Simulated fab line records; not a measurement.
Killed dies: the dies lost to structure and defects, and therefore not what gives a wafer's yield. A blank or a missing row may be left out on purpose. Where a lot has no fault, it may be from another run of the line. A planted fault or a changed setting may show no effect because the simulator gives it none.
Which tool is to blame? + flow rit_cmos + Sampling: 14 lots, 42 wafers, 4 of 202 route steps

WHAT THE GAUGES READ, wafer by wafer
RIT_SPACER_THK_MEAS_04.
| lot  | measured    | on            | SPACER_NITRIDE_THK (nm) |
|------|-------------|---------------|-------------------------|
| L597 | day 2 22:47 | film_metro-04 | 250.8 250.1 249.9       |
| L599 | day 3 07:28 | film_metro-02 | 248.9 249.9 247.8       |
| L600 | day 3 12:44 | film_metro-02 | 253.3 250.9 253.2       |
| L601 | day 3 19:08 | film_metro-03 | 249.9 249.3 247.9       |
| L602 | day 3 23:44 | film_metro-03 | 247.5 246.1 245.9       |
| L609 | day 5 12:24 | film_metro-03 | 249.3 246.5 247.0       |
| L611 | day 5 19:56 | film_metro-04 | 252.0 253.1 251.4       |
| L612 | day 6 00:52 | film_metro-02 | 254.5 252.0 250.7       |
| L614 | day 6 11:46 | film_metro-02 | 254.4 252.4 253.3       |
| L615 | day 6 16:56 | film_metro-03 | 254.9 252.7 252.7       |
| L616 | day 6 20:29 | film_metro-03 | 253.1 252.5 252.8       |
| L617 | day 7 02:07 | film_metro-02 | 251.4 249.9 252.0       |
| L618 | day 7 07:27 | film_metro-02 | 251.2 250.0 250.6       |
| L619 | day 7 11:59 | film_metro-04 | 246.9 246.7 248.0       |

RIT_SILICIDE_RS_MEAS_02: measurement is done with a four-point probe.
| lot  | measured    | on            | SILICIDE_TI_RS (ohm/sq) |
|------|-------------|---------------|-------------------------|
| L597 | day 3 03:04 | film_metro-03 | 47.5 47.7 47.4          |
| L599 | day 3 11:55 | film_metro-03 | 48.0 47.1 48.8          |
| L600 | day 3 16:59 | film_metro-03 | 78.7 48.2 48.3          |
| L601 | day 3 23:23 | film_metro-01 | 47.4 48.1 47.4          |
| L602 | day 4 03:51 | film_metro-01 | 48.5 78.0 79.1          |
| L609 | day 5 16:59 | film_metro-02 | 46.3 47.5 46.8          |
| L611 | day 6 00:37 | film_metro-03 | 46.9 46.8 47.0          |
| L612 | day 6 05:20 | film_metro-03 | 47.1 46.9 48.5          |
| L614 | day 6 16:03 | film_metro-03 | 46.9 46.9 46.2          |
| L615 | day 6 21:13 | film_metro-02 | 47.9 47.5 48.0          |
| L616 | day 7 00:46 | film_metro-01 | 47.2 47.1 47.0          |
| L617 | day 7 06:29 | film_metro-02 | 46.7 47.9 46.4          |
| L618 | day 7 11:45 | film_metro-01 | 47.3 47.2 47.3          |
| L619 | day 7 16:18 | film_metro-01 | 46.6 46.7 46.2          |

RIT_SILICIDE_THK_MEAS_03: measures by xrf.
| lot  | measured    | on            | SILICIDE_TI_THK (nm) |
|------|-------------|---------------|----------------------|
| L597 | day 3 03:10 | film_metro-03 | 30.4 30.3 30.4       |
| L599 | day 3 12:02 | film_metro-03 | 30.2 30.7 29.8       |
| L600 | day 3 17:07 | film_metro-03 | 20.4 30.0 29.9       |
| L601 | day 3 23:30 | film_metro-01 | 30.5 29.9 30.4       |
| L602 | day 4 03:58 | film_metro-01 | 29.6 20.5 20.2       |
| L609 | day 5 17:05 | film_metro-02 | 30.9 30.2 30.6       |
| L611 | day 6 00:44 | film_metro-03 | 30.7 30.9 30.8       |
| L612 | day 6 05:28 | film_metro-03 | 30.4 30.7 30.1       |
| L614 | day 6 16:08 | film_metro-03 | 30.7 30.6 31.0       |
| L615 | day 6 21:19 | film_metro-02 | 30.0 30.1 30.0       |
| L616 | day 7 00:51 | film_metro-01 | 30.4 30.5 30.5       |
| L617 | day 7 06:36 | film_metro-02 | 30.6 30.0 30.6       |
| L618 | day 7 11:52 | film_metro-01 | 30.4 30.3 30.3       |
| L619 | day 7 16:23 | film_metro-01 | 30.7 30.8 30.9       |

WHICH TOOL RAN EACH LOT (tool, then ch and the chambers of the sampled wafers, then the start)
| lot  | RIT_SILICIDE_SPUTTER_01     |
|------|-----------------------------|
| L597 | pvd_sputter-01, day 3 02:52 |
| L599 | pvd_sputter-01, day 3 11:46 |
| L600 | pvd_sputter-01, day 3 16:50 |
| L601 | pvd_sputter-02, day 3 23:13 |
| L602 | pvd_sputter-01, day 4 03:42 |
| L609 | pvd_sputter-02, day 5 16:47 |
| L611 | pvd_sputter-02, day 6 00:28 |
| L612 | pvd_sputter-03, day 6 05:11 |
| L614 | pvd_sputter-02, day 6 15:50 |
| L615 | pvd_sputter-01, day 6 21:01 |
| L616 | pvd_sputter-02, day 7 00:33 |
| L617 | pvd_sputter-01, day 7 06:19 |
| L618 | pvd_sputter-02, day 7 11:36 |
| L619 | pvd_sputter-01, day 7 16:05 |
- RIT_SILICIDE_SPUTTER_01: material Ti, target thk 30 nm, time 240 s.

AS READ BY THE TOOLS THEMSELVES (means over the sampled wafers that have a number; for cases with no such wafer, the mark the record gives instead)
RIT_SILICIDE_SPUTTER_01.
| lot  | tool           | throttle_valve_pct (%) |
|------|----------------|------------------------|
| L597 | pvd_sputter-01 | 30.1                   |
| L599 | pvd_sputter-01 | 30.1                   |
| L600 | pvd_sputter-01 | 30.2                   |
| L601 | pvd_sputter-02 | 30.6                   |
| L602 | pvd_sputter-01 | 30.0                   |
| L609 | pvd_sputter-02 | 28.4                   |
| L611 | pvd_sputter-02 | 28.8                   |
| L612 | pvd_sputter-03 | 30.2                   |
| L614 | pvd_sputter-02 | 29.8                   |
| L615 | pvd_sputter-01 | 29.9                   |
| L616 | pvd_sputter-02 | 29.6                   |
| L617 | pvd_sputter-01 | 30.2                   |
| L618 | pvd_sputter-02 | 30.6                   |
| L619 | pvd_sputter-01 | 29.9                   |

THE ANSWER, worked out from the rows above alone
Rule: the usual values come from the lots themselves. The widest of any qualifying gaps counts: lots, ordered by their means at a reading, are off when they make up no more than a third of the lots, leave a main group of 4 or more, and stand apart from it by 3 or more times the standard deviation of that group's means. The tables above print the reading to a certain number of digits; a main group whose means all agree to those digits is not used. Also off: a lot with no number at a reading for which 4 or more lots have one. All remaining lots with rows at the step are treated as sound. Order of review: gauges by route order, followed by the tools' own readings, for which a lot's mean as printed above is used. At the first step where some lot is off, the reading lying furthest off is the one used; lots without a number count as furthest.
Off: L600, L602, seen at RIT_SILICIDE_RS_MEAS_02 (SILICIDE_TI_RS). Mean 47.2 ohm/sq and standard deviation 0.44 in the main group.
If a tool, at a process step before that reading, ran all the lots that are off and no sound lot after the first of them, it fits. Gauges at RIT_SILICIDE_RS_MEAS_02: tried the same way as those tools. No candidate that was tried fits.

WHAT WAS PUT IN BY THE SIMULATOR
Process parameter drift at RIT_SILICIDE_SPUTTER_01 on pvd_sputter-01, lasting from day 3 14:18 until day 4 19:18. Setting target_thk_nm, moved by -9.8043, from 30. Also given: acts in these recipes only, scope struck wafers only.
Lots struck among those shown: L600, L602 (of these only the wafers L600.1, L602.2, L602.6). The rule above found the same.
